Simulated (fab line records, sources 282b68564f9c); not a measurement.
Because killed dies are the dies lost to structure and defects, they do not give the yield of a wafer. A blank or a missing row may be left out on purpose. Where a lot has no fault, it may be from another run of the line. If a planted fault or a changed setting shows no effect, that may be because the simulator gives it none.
Comparing a struck lot with a sound one | flow rit-cmos | 27 out of 202 route steps
Sound: wafers L946.1, L946.2, L946.6. Struck: wafer L953.3. (L953.1, L953.4 of the same lot were not struck and are left out.) The cause comes at the end.
Per side, at each step with rows, come the tool, then ch with its chambers, and then its first start. Under that, the readings that differ: sound wafers | struck wafers | difference of the means | sigmas: that difference in standard deviations of wafers without a fault.
alike: same words and numbers on both sides, and readings whose means sit less than 2 such deviations apart. not compared: any withheld reading, any reading some wafer has no value for, any bound like >300 that may hide the same value, and any number with overlapping values for which the record gives no deviation.
The two part at a step that has a row with sigmas, a row that says differs or no value, or rows on one side only. Non-overlapping numbers with no deviation appear without sigmas and do not part them. A reading that every wafer of one side lacks parts them only if that side has two wafers or more.

first, 4 steps without rows for these wafers: RIT_CONTACT_SOFTBAKE_04 (time 60 s); RIT_CONTACT_EXPOSE_05 (exposes mask M11, target cd 1000 nm); RIT_CONTACT_PEB_06; RIT_CONTACT_DEVELOP_07 (develop time 120 s).
RIT_CONTACT_CD_MEAS_08: target cd 1000 nm.
  struck on cd-sem-02, day 5 05:20; sound on cd-sem-01, day 3 19:53
  alike: cd-nm
RIT_CONTACT_OVL_MEAS_09:
  struck on overlay-01, day 5 05:27; sound on overlay-01, day 3 20:00
  alike: CONTACT_OVL
then, 1 step without rows for these wafers: RIT_CONTACT_HARDBAKE_10 (time 60 s).
RIT_CONTACT_ETCH_11: etches SiO2 in CHF3/CF4/Ar, stops on TiSi2, target depth 480 nm, time 320 s.
  sound on rie-diel-03 ch 0,2,3, day 3 20:11; struck on rie-diel-03 ch 3, day 5 05:40
  alike: chamber-pressure-mTorr, drypump-motor-current-A, oes-product-au, throttle-valve-pct
  not compared: rf-hours-counter-h
RIT_CONTACT_STRIP_12: strips in O2, time 180 s.
  sound on plasma-asher-04 ch 0,1, day 3 20:23; struck on plasma-asher-01 ch 0, day 5 05:52
  alike: chamber-pressure-mTorr, drypump-motor-current-A
  not compared: rf-hours-counter-h
RIT_CONTACT_CD_MEAS_90: target cd 1000 nm.
  struck on cd-sem-01, day 5 06:02; sound on cd-sem-02, day 3 20:34
  alike: cd-nm
then, 2 steps without rows for these wafers: RIT_CONTACT_CLEAN_13 (cleans in SC1, time 600 s); RIT_CONTACT_CLEAN_14 (cleans in SC2, time 600 s).
RIT_M1_SPUTTER_00: material Al, target thk 400 nm, time 500 s.
  struck on pvd-sputter-04, day 5 06:31; sound on pvd-sputter-04, day 3 21:02
  reading                               | sound             | struck | difference | sigmas
  model.Al_of_M1_SPUTTER_00.thk-nm (nm) | 401.8 401.8 402.1 | 602.2  | +200.3     |
  alike: throttle-valve-pct
RIT_M1_RS_MEAS_01: measurement is done with a four-point probe.
  struck on film-metro-02, day 5 06:49; sound on film-metro-02, day 3 21:19
  reading           | sound                | struck | difference | sigmas
  M1_AL_RS (ohm/sq) | 0.0729 0.0731 0.0729 | 0.0484 | -0.0246    | -35
RIT_M1_THK_MEAS_02: measures by xrf.
  struck on film-metro-02, day 5 06:56; sound on film-metro-02, day 3 21:26
  reading        | sound       | struck | difference | sigmas
  M1_AL_THK (nm) | 403 402 401 | 606    | +204       | +52
then, 6 steps without rows for these wafers: RIT_M1_HMDS_03 (prime time 60 s); RIT_M1_COAT_04 (resist thk 1300 nm); RIT_M1_SOFTBAKE_05 (time 60 s); RIT_M1_EXPOSE_06 (exposes mask M12, target cd 2600 nm); RIT_M1_PEB_07; RIT_M1_DEVELOP_08 (develop time 68 s).
RIT_M1_CD_MEAS_09: target cd 2600 nm.
  struck on cd-sem-02, day 5 07:58; sound on cd-sem-01, day 3 22:23
  alike: cd-nm
RIT_M1_OVL_MEAS_10:
  struck on overlay-01, day 5 08:05; sound on overlay-01, day 3 22:30
  reading     | sound       | struck | difference | sigmas
  M1_OVL (nm) | 4.6 2.1 2.6 | 0.5    | -2.6       | -2
then, 1 step without rows for these wafers: RIT_M1_HARDBAKE_11 (time 120 s).
RIT_M1_METAL_ETCH_12: etches Al in Cl2/BCl3, stops on SiO2, time 165 s, target depth 600 nm.
  sound on rie-metal-02 ch 0,1, day 3 22:47; struck on rie-metal-04 ch 0, day 5 08:23
  reading                        | sound               | struck | difference | sigmas
  chamber-pressure-mTorr (mTorr) | 99.98 100.10 100.28 | 99.85  | -0.27      | -3
  drypump-motor-current-A (A)    | 6.0 5.7 6.1         | 5.2    | -0.7       | -2
  oes-product-au (a.u.)          | 0.774 0.778 0.788   | 0.986  | +0.206     | +27
  alike: throttle-valve-pct
  not compared: rf-hours-counter-h
then, 1 step without rows for these wafers: RIT_M1_STRIP_13 (strips in nmp, time 600 s).
RIT_M1_PROBE_99:
  struck on prober-02, day 5 10:45; sound on prober-01, day 4 01:02
  reading                                    | sound                | struck | difference | sigmas
  defect-limited-yield (%)                   | 97.7 95.5 97.7       | 25.8   | -71.2      | -55
  killed_at_M0_to_M3                         | 0 0 0                | 188    | +188       | +99 or more
  killed-dies                                | 6 12 6               | 196    | +188       | +55
  killed-on-rim                              | 0 6 2                | 61     | +58        | +39
  model.etest.tester.sort-n-pass             | 258 252 258          | 0      | -256       |
  model.etest.tester.sort-yield-pct (%)      | 97.73 95.45 97.73    | 0      | -97        |
  model.etest.tester.sort_bin_5_pct (%)      | 1.136 2.652 0.3788   | 72.73  | +71.34     |
  model.etest.tester.sort_bin_3_pct (%)      | 0.3788 0.3788 0.3788 | 25.76  | +25.38     |
  model.etest.npoly-sal.short                | 0 0 0                | 1      | +1         |
  model.etest.contact-diode-array.over-limit | 0 0 0                | 1      | +1         |
  model.etest.vpnp.short                     | 0 0 0                | 1      | +1         |
  model.etest.pldd.short                     | 0 0 0                | 1      | +1         |
  alike: killed-at-contacts, killed-at-front-end, killed-open, killed-short

## WHERE THEY PART
At RIT_M1_RS_MEAS_01 first; at RIT_M1_PROBE_99 last (within this record only).

WHY: the cause the simulator had injected
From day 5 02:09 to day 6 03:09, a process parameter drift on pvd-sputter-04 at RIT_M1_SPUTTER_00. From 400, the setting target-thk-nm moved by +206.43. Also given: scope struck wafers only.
